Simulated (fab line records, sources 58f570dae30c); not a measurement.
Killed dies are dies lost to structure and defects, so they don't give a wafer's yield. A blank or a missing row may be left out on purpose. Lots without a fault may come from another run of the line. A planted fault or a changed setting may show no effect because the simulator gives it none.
fab line records | flow berkeley_cmos170
record lots=5 wafers=15 last_day=13
route steps=331 shown CONTACT@224 M1@238
lots that met no fault: from a run of the same line without faults
start_h: hours from the record's first day to the start of the lot's first wafer shown | wait_h: hours since the lot's step before | " the same as in the row above | L1.1+2: a row that stands for several wafers | - no value, or no start given | * or withheld: withheld | < > ~ a bound
route shown NAME@n: a module of which the file shows steps, and the number in the route of the first | usual: mean/standard deviation of fault-free wafers | same: alike in all rows | chamber/n: place in a boat | sites: the reading at each site | _std_site: their standard deviation | _edge_site: outer sites' mean less inner sites' | radius_mm: how far each site lies from the wafer's centre | mask NAME#n: copy n | behind: the tool/chamber that last shaped the wafer | hold: why the lot was held/for how many hours/how that ended | device: the transistor (n, p or np) that didn't switch | end of line: the same wafers' tests at the end of the route | a step without rows: its recipe alone | killed: dies lost to structure and defects at the first sort, not the wafer's yield | map: a wafer's dies, x killed, . not, _ none there
set.NAME: the setting as run; set.NAME@STEP: as run at that earlier step | model.NAME: the simulator's own value behind a step, which no gauge read
lots at some steps of the route; a table a step, a row a wafer
services: from which hour (start_h, from the record's first day; less than 0 if before it) a tool's chamber was out of use, for how many hours, and why
## steps
# step UCB170_CONTACT_RTA_08
# recipe temp_c=900 time_s=10 ambient=N2
# usual anneal_temp_c_max=903.6/1.3 lamp_power_pct=26.2/2.7 wafer_temp_C_max=903.7/1.5
# columns lot.wafer tool chamber start_h wait_h anneal_temp_c_max lamp_power_pct wafer_temp_C_max
L077.2 rtp_anneal-01 0 184.78 0.0 905.0 23.5 901.8
L077.3 " 0 " " 904.4 23.5 903.7
L077.5 " 0 " " 904.4 23.5 902.2
L086.2 rtp_anneal-01 0 247.08 0.0 904.2 23.5 902.6
L086.5 " 0 " " 904.4 23.5 902.8
L086.6 " 0 " " 904.8 23.5 902.5
L092.2 rtp_anneal-01 0 269.80 0.0 904.6 23.5 903.1
L092.4 " 0 " " 903.9 23.5 902.6
L092.6 " 0 " " 904.1 23.5 903.0
L095.1 rtp_anneal-02 0 296.87 0.0 902.3 28.8 903.9
L095.2 " 0 " " 902.3 28.8 904.5
L095.4 " 0 " " 901.9 28.8 904.8
L096.4 rtp_anneal-01 0 298.81 0.0 904.7 23.5 902.1
L096.5 " 0 " " 905.0 23.5 903.0
L096.6 " 0 " " 905.6 23.5 902.6
# step UCB170_CONTACT_COAT_09
# recipe resist=BARC temp_c=withheld time_s=withheld spin_rpm=3000 resist_thk_nm=withheld
# columns lot.wafer tool chamber start_h wait_h
L077.2+3+5 litho_track-01 0 184.96 0.2
L086.2+5+6 litho_track-02 0 247.16 0.1
L092.2+4+6 litho_track-02 0 269.88 0.1
L095.1+2+4 litho_track-01 0 297.28 0.4
L096.4+5+6 litho_track-02 0 299.36 0.5
# step UCB170_CONTACT_COAT_10
# recipe resist=KrF spin_rpm=1500 resist_thk_nm=900
# columns lot.wafer tool chamber start_h wait_h
L077.2+3+5 litho_track-01 0 - -
L086.2+5+6 litho_track-02 0 - -
L092.2+4+6 litho_track-02 0 - -
L095.1+2+4 litho_track-01 0 - -
L096.4+5+6 litho_track-02 0 - -
# step UCB170_CONTACT_SOFTBAKE_11
# recipe resist=KrF temp_c=130 time_s=60
# columns lot.wafer tool chamber start_h wait_h
L077.2+3+5 litho_track-01 0 - -
L086.2+5+6 litho_track-02 0 - -
L092.2+4+6 litho_track-02 0 - -
L095.1+2+4 litho_track-01 0 - -
L096.4+5+6 litho_track-02 0 - -
# step UCB170_CONTACT_EXPOSE_12
# recipe mask_id=CONT target_cd_nm=700 na=0.5 sigma_outer=0.6 source_shape=conventional dose_mj=35
# columns lot.wafer tool chamber start_h wait_h mask
L077.2+3+5 krf_scanner-01 0 185.53 - CONT#0
L086.2+5+6 krf_scanner-02 0 247.73 - CONT#0
L092.2+4+6 krf_scanner-02 0 270.45 - CONT#0
L095.1+2+4 krf_scanner-02 0 297.86 - CONT#0
L096.4+5+6 krf_scanner-01 0 299.92 - CONT#0
# step UCB170_CONTACT_PEB_13
# recipe peb_temp_c=130 peb_time_s=withheld resist=KrF
# columns lot.wafer tool chamber start_h wait_h
L077.2+3+5 litho_track-01 0 185.75 0.2
L086.2+5+6 litho_track-02 0 247.85 0.1
L092.2+4+6 litho_track-02 0 270.57 0.1
L095.1+2+4 litho_track-03 0 297.97 0.1
L096.4+5+6 litho_track-01 0 300.33 0.4
# step UCB170_CONTACT_DEVELOP_14
# recipe developer=TMAH develop_time_s=45 resist=KrF dev_temp_c=21
# columns lot.wafer tool chamber start_h wait_h
L077.2+3+5 litho_track-01 0 - -
L086.2+5+6 litho_track-02 0 - -
L092.2+4+6 litho_track-02 0 - -
L095.1+2+4 litho_track-03 0 - -
L096.4+5+6 litho_track-01 0 - -
# step UCB170_CONTACT_CD_MEAS_15
# recipe target_cd_nm=700
# usual cd_nm=699.6/1.6
# columns lot.wafer tool chamber start_h wait_h cd_nm
L077.2 cd_sem-01 - 186.02 - 699.8
L077.3 " - " " 699.6
L077.5 " - " " 699.2
L086.2 cd_sem-02 - 248.12 - 701.6
L086.5 " - " " 700.3
L086.6 " - " " 702.6
L092.2 cd_sem-01 - 270.84 - 698.6
L092.4 " - " " 700.2
L092.6 " - " " 700.3
L095.1 cd_sem-01 - 298.25 - 698.8
L095.2 " - " " 700.2
L095.4 " - " " 699.2
L096.4 cd_sem-02 - 300.59 - 698.7
L096.5 " - " " 698.8
L096.6 " - " " 698.9
# step UCB170_CONTACT_OVL_MEAS_16
# usual CONTACT_OVL=-4/6.1
# columns lot.wafer tool chamber start_h wait_h CONTACT_OVL[nm]
L077.2 overlay-02 - 186.12 0.1 -8
L077.3 " - " " -3
L077.5 " - " " -4
L086.2 overlay-02 - 248.22 0.1 7
L086.5 " - " " 1
L086.6 " - " " 0
L092.2 overlay-01 - 270.95 0.1 -3
L092.4 " - " " 2
L092.6 " - " " 4
L095.1 overlay-02 - 298.37 0.1 -1
L095.2 " - " " 1
L095.4 " - " " -5
L096.4 overlay-02 - 300.67 0.1 -12
L096.5 " - " " -5
L096.6 " - " " -14
# step UCB170_CONTACT_ETCH_17
# recipe chemistry=N2/H2 target_depth_a=withheld overetch_a=withheld target=BARC time_s=withheld source_w=500 bias_w=101.4 pressure_mtorr=30 n2_flow_sccm=100 h2_flow_sccm=200
# usual drypump_motor_current_A=5.7/0.4 oes_product_au=0.990/0.027 throttle_valve_pct=13.20/0.11
# columns lot.wafer tool chamber start_h wait_h drypump_motor_current_A oes_product_au throttle_valve_pct
L077.2 rie_diel-03 1 186.15 0.0 6.3 1.009 13.26
L077.3 " 0 " " 5.2 0.959 13.02
L077.5 " 0 " " 5.2 0.963 13.04
L086.2 rie_diel-03 3 248.25 0.0 5.5 0.954 13.26
L086.5 " 1 " " 6.3 1.003 13.24
L086.6 " 0 " " 5.3 0.949 13.02
L092.2 rie_diel-01 1 270.98 0.0 6.0 0.988 13.15
L092.4 " 3 " " 5.8 0.980 13.08
L092.6 " 2 " " 5.0 0.992 13.03
L095.1 rie_diel-03 2 298.40 0.0 5.7 1.029 13.44
L095.2 " 1 " " 6.4 1.031 13.25
L095.4 " 0 " " 5.3 0.947 13.03
L096.4 rie_diel-04 2 300.69 0.0 5.8 0.984 13.25
L096.5 " 0 " " 6.2 1.029 13.13
L096.6 " 3 " " 5.5 1.001 13.34
# step UCB170_CONTACT_ETCH_18
# recipe chemistry=CHF3/CF4/Ar target=PSG stop_on=TiSi2 CHF3_flow_sccm=45 cf4_flow_sccm=15 Ar_flow_sccm=150 pressure_mtorr=200 rf_w=700 target_depth_a=8400 over_etch_frac=0.2 time_s=195
# usual drypump_motor_current_A=5.7/0.4 oes_product_au=0.876/0.014 throttle_valve_pct=6.87/0.1
# columns lot.wafer tool chamber start_h wait_h drypump_motor_current_A oes_product_au rf_hours_counter_h throttle_valve_pct
L077.2 rie_diel-03 1 - - 6.3 0.894 21 7.01
L077.3 " 0 " " 5.2 0.881 8 6.72
L077.5 " 0 " " 5.2 0.879 - 6.72
L086.2 rie_diel-03 3 - - 5.5 0.872 1 6.85
L086.5 " 1 " " 6.4 0.883 - 7.02
L086.6 " 0 " " 5.3 0.879 - 6.73
L092.2 rie_diel-01 1 - - 6.0 0.860 18 6.76
L092.4 " 3 " " 5.9 0.867 41 6.84
L092.6 " 2 " " 5.0 0.904 - 6.72
L095.1 rie_diel-03 2 - - 5.8 0.884 5 7.03
L095.2 " 1 " " 6.3 0.879 27 7.00
L095.4 " 0 " " 5.2 0.870 13 6.72
L096.4 rie_diel-04 2 - - 5.8 0.898 7 6.95
L096.5 " 0 " " 6.1 0.873 - 6.79
L096.6 " 3 " " 5.5 0.877 - 6.94
# step UCB170_CONTACT_STRIP_19
# recipe chemistry=O2 power_w=400 pressure_mtorr=3500 platen_temp_c=withheld o2_flow_sccm=400 overash_fraction=0.5
# usual drypump_motor_current_A=5.54/0.27 oes_product_au=0.725/0.0048
# columns lot.wafer tool chamber start_h wait_h drypump_motor_current_A oes_product_au rf_hours_counter_h
L077.2 plasma_asher-03 1 186.32 - 5.60 0.731 7
L077.3 " 1 " " 5.56 0.728 -
L077.5 " 0 " " 5.20 0.723 -
L086.2 plasma_asher-04 0 248.42 - 5.44 0.720 49
L086.5 " 1 " " 6.00 0.733 -
L086.6 " 0 " " 5.46 0.729 -
L092.2 plasma_asher-03 0 271.14 - 5.19 0.731 16
L092.4 " 0 " " 5.17 0.724 -
L092.6 " 0 " " 5.17 0.729 -
L095.1 plasma_asher-04 0 298.57 - 5.45 0.722 53
L095.2 " 1 " " 5.99 0.725 53
L095.4 " 0 " " 5.45 0.725 -
L096.4 plasma_asher-03 0 300.89 - 5.21 0.727 -
L096.5 " 0 " " 5.17 0.732 -
L096.6 " 1 " " 5.60 0.717 -
# step UCB170_CONTACT_CD_MEAS_90
# recipe target_cd_nm=700
# usual cd_nm=699.1/1.8
# columns lot.wafer tool chamber start_h wait_h cd_nm
L077.2 cd_sem-02 - 186.44 0.1 700.7
L077.3 " - " " 700.1
L077.5 " - " " 699.2
L086.2 cd_sem-02 - 248.54 0.1 700.5
L086.5 " - " " 700.4
L086.6 " - " " 702.9
L092.2 cd_sem-01 - 271.26 0.1 697.2
L092.4 " - " " 698.5
L092.6 " - " " 699.2
L095.1 cd_sem-01 - 298.67 0.1 699.0
L095.2 " - " " 700.8
L095.4 " - " " 699.3
L096.4 cd_sem-01 - 301.01 0.1 698.5
L096.5 " - " " 699.8
L096.6 " - " " 699.5
# step UCB170_CONTACT_CLEAN_20
# recipe chemistry=SPM temp_c=120 time_s=600
# columns lot.wafer tool chamber start_h wait_h
L077.2+3+5 wet_bench-02 2 186.54 0.1
L086.2+5+6 wet_bench-01 1 248.64 0.1
L092.2+4+6 wet_bench-04 2 271.36 0.1
L095.1+2+4 wet_bench-01 2 300.87 2.2
L096.4+5+6 wet_bench-01 3 301.56 0.5
# step UCB170_M1_SPUTTER_00
# recipe material=Al target_thk_nm=600 time_s=80 power_w=6000 chamber_pressure_pa=0.5
# usual throttle_valve_pct=30.0/1.2
# columns lot.wafer tool chamber start_h wait_h throttle_valve_pct
L077.2 pvd_sputter-01 - 186.71 0.0 31.4
L077.3 " - " " 29.2
L077.5 " - " " 31.0
L086.2 pvd_sputter-03 - 248.83 0.0 31.7
L086.5 " - " " 28.8
L086.6 " - " " 30.6
L092.2 pvd_sputter-03 - 271.54 0.0 30.0
L092.4 " - " " 28.8
L092.6 " - " " 30.4
L095.1 pvd_sputter-03 - 301.06 0.0 28.9
L095.2 " - " " 30.6
L095.4 " - " " 32.0
L096.4 pvd_sputter-01 - 301.75 0.0 31.2
L096.5 " - " " 29.1
L096.6 " - " " 28.7
# step UCB170_M1_RS_MEAS_01
# recipe thk_meas_gauge=four-point-probe reads=Al_of_M1_SPUTTER_00
# usual M1_AL_RS=0.0488/0.0006
# columns lot.wafer tool chamber start_h wait_h M1_AL_RS[ohm/sq]
L077.2 film_metro-04 - 186.80 0.1 0.0480
L077.3 " - " " 0.0474
L077.5 " - " " 0.0477
L086.2 film_metro-02 - 248.91 0.1 0.0487
L086.5 " - " " 0.0484
L086.6 " - " " 0.0477
L092.2 film_metro-04 - 271.62 0.1 0.0492
L092.4 " - " " 0.0493
L092.6 " - " " 0.0492
L095.1 film_metro-02 - 301.12 0.0 0.0503
L095.2 " - " " 0.0490
L095.4 " - " " 0.0495
L096.4 film_metro-01 - 301.88 0.1 0.0491
L096.5 " - " " 0.0489
L096.6 " - " " 0.0489
# step UCB170_M1_THK_MEAS_02
# recipe thk_meas_gauge=xrf reads=Al_of_M1_SPUTTER_00
# usual M1_AL_THK=590/7.7
# columns lot.wafer tool chamber start_h wait_h M1_AL_THK[nm]
L077.2 film_metro-04 - 186.91 0.1 597
L077.3 " - " " 605
L077.5 " - " " 604
L086.2 film_metro-02 - 249.02 0.1 599
L086.5 " - " " 596
L086.6 " - " " 608
L092.2 film_metro-04 - 271.73 0.1 578
L092.4 " - " " 585
L092.6 " - " " 579
L095.1 film_metro-02 - 301.24 0.1 573
L095.2 " - " " 586
L095.4 " - " " 582
L096.4 film_metro-01 - 301.97 0.1 587
L096.5 " - " " 588
L096.6 " - " " 593
# step UCB170_M1_COAT_03
# recipe resist=BARC temp_c=withheld time_s=withheld spin_rpm=3000 resist_thk_nm=withheld
# columns lot.wafer tool chamber start_h wait_h
L077.2+3+5 litho_track-02 0 186.98 0.1
L086.2+5+6 litho_track-01 0 249.10 0.1
L092.2+4+6 litho_track-02 0 271.80 0.1
L095.1+2+4 litho_track-01 0 301.43 0.2
L096.4+5+6 litho_track-01 0 302.07 0.1
# step UCB170_M1_COAT_04
# recipe resist=KrF spin_rpm=1500 resist_thk_nm=900
# columns lot.wafer tool chamber start_h wait_h
L077.2+3+5 litho_track-02 0 - -
L086.2+5+6 litho_track-01 0 - -
L092.2+4+6 litho_track-02 0 - -
L095.1+2+4 litho_track-01 0 - -
L096.4+5+6 litho_track-01 0 - -
# step UCB170_M1_SOFTBAKE_05
# recipe resist=KrF temp_c=130 time_s=60
# columns lot.wafer tool chamber start_h wait_h
L077.2+3+5 litho_track-02 0 - -
L086.2+5+6 litho_track-01 0 - -
L092.2+4+6 litho_track-02 0 - -
L095.1+2+4 litho_track-01 0 - -
L096.4+5+6 litho_track-01 0 - -
## services
# columns tool chamber start_h hours kind
krf_scanner-02 - 161.00 1.3 pm
rie_diel-03 2 166.31 - clean
rie_diel-03 2 166.31 28.7 scheduled_down
pvd_sputter-01 - 166.48 8.6 repair
rie_diel-03 3 172.67 4.9 repair
rie_diel-01 3 176.95 17.2 repair
rie_diel-04 0 179.32 10.0 repair
pvd_sputter-03 - 193.49 4.3 repair
rie_diel-04 2 199.01 1.7 repair
rie_diel-04 2 203.03 2.4 repair
krf_scanner-01 - 204.68 0.8 pm
krf_scanner-02 - 211.01 1.0 pm
rtp_anneal-01 - 213.07 4.9 pm
rie_diel-04 0 214.54 6.8 repair
krf_scanner-01 - 226.16 1.3 pm
wet_bench-04 - 229.40 1.9 pm
plasma_asher-04 - 250.51 2.0 repair
krf_scanner-01 - 254.96 0.3 repair
rie_diel-01 - 258.58 1.2 repair
wet_bench-01 - 263.51 2.1 repair
rie_diel-01 3 266.61 2.8 repair
rie_diel-04 2 274.14 1.5 repair
krf_scanner-01 - 278.14 1.0 pm
wet_bench-04 - 280.14 39.0 pm
## key
fault none
